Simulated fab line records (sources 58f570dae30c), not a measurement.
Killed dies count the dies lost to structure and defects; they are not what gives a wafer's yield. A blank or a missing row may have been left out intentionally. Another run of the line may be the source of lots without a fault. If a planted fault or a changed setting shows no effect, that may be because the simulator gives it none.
Lot-split experiment	flow berkeleyCmos170	on a route of 331 steps: 5 lots, 23 wafers read

ABOUT THE SPLIT
At UCB170_WELLDRIVE_OXIDATION_01 (target thk 199 nm, ox time 9000 s), the setting oxTimeS was moved away from the recipe's 9000 s on 15 of the 23 wafers read, by -5.0% to +14.3%. For the rest of the wafers, this setting stayed at what the recipe calls for.

The reading comes from the split's own step.

THE READING
SiO2_of_WELLDRIVE_OXIDATION_01.thkNm (the simulator's own value, which no gauge read), in nm, at UCB170_WELLDRIVE_OXIDATION_01 (target thk 199 nm, ox time 9000 s). The file gives no usual value for it. Across the 8 wafers here that went through the recipe, the average is 198.6 nm and the standard deviation 3.8 nm.

wafer	tool, chamber at the split	oxTimeS as run, s	against the recipe	SiO2_of_WELLDRIVE_OXIDATION_01.thkNm, nm	against lot-mates on the recipe
L075.1	-, -	9969	+10.8%	212.4	no lot-mate on the recipe
L075.2	-, -	9969	+10.8%	216.2	no lot-mate on the recipe
L075.3	-, -	9969	+10.8%	216.2	no lot-mate on the recipe
L075.5	-, -	9969	+10.8%	216	no lot-mate on the recipe
L075.6	-, -	9969	+10.8%	214	no lot-mate on the recipe
L076.1	furnace-04, 0	9000	recipe	193.3	-
L076.3	furnace-04, 0	9000	recipe	194.6	-
L076.6	furnace-04, 0	9000	recipe	193.9	-
L077.1	-, -	10290	+14.3%	215.5	no lot-mate on the recipe
L077.2	-, -	10290	+14.3%	213.2	no lot-mate on the recipe
L077.3	-, -	10290	+14.3%	212.9	no lot-mate on the recipe
L077.4	-, -	10290	+14.3%	214.3	no lot-mate on the recipe
L077.6	-, -	10290	+14.3%	215.3	no lot-mate on the recipe
L080.1	-, -	8553	-5.0%	194.7	no lot-mate on the recipe
L080.3	-, -	8553	-5.0%	194.7	no lot-mate on the recipe
L080.2	-, -	8553	-5.0%	196	no lot-mate on the recipe
L080.4	-, -	8553	-5.0%	198.1	no lot-mate on the recipe
L080.5	-, -	8553	-5.0%	195.5	no lot-mate on the recipe
L084.2	-, -	9000	recipe	201.4	-
L084.3	-, -	9000	recipe	199.9	-
L084.4	-, -	9000	recipe	200.4	-
L084.5	-, -	9000	recipe	204.4	-
L084.6	-, -	9000	recipe	200.8	-

FIT RESULTS
A straight line over all 23 wafers: SiO2_of_WELLDRIVE_OXIDATION_01.thkNm changes by +1.11 nm for each +1% of oxTimeS; r = +0.94; the points scatter about the line by 3.3 nm.
Too few moved wafers with a lot-mate on the recipe to fit a line net of each lot's own level.

THE FILE'S OWN FIT
SiO2_of_WELLDRIVE_OXIDATION_01.thkNm changes by +1.11 nm for each +1% of oxTimeS, r = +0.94.
